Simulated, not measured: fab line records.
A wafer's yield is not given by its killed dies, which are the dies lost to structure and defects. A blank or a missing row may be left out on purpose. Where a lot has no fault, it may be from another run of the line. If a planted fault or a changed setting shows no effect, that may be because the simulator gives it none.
Matching of chambers	flow ritCmos	pecvd-04 running RIT_CONTACT_CVD_00: 3 sister chambers
The step deposits SiO2 from TEOS, target thk 400 nm, time 61 s. 3 wafers are shown with their chamber, then 7 later ones without.

## WAFERS, EACH WITH ITS CHAMBER
wafer	chamber	heaterPowerW (W)
L741.6	1	420
L744.1	0	403
L744.4	2	300

## WAFERS WITH NO CHAMBER GIVEN
wafer	heaterPowerW (W)
L744.5	299
L750.2	306
L750.3	317
L750.5	334
L753.1	330
L753.5	333
L753.6	406

## CHAMBER TAKEN BY EACH
wafer	from the rows above	in truth
L744.5	2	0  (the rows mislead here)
L750.2	2	2
L750.3	2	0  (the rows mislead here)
L750.5	can't be placed: 2 or 0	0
L753.1	can't be placed: 2 or 0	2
L753.5	can't be placed: 2 or 0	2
L753.6	can't be placed: 0 or 1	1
Correctly placed: 1 of 7. Can't be placed from these rows: 4 (the true chamber is among the candidates in 4). 2 placed wrongly.
How it was worked out, from the rows above alone: a wafer's distance from a chamber is the root of the sum, over the readings, of the square of ((its reading less the chamber's mean) divided by the reading's scatter). If the next closest chamber is less than 2 further off than the closest, the wafer can't be placed; otherwise it belongs to the closest. The mean given for a chamber averages the wafers shown for that chamber. The scatter: with one shown wafer a chamber, the root of the mean of the squares of how far each hidden wafer lies from its nearest shown one.
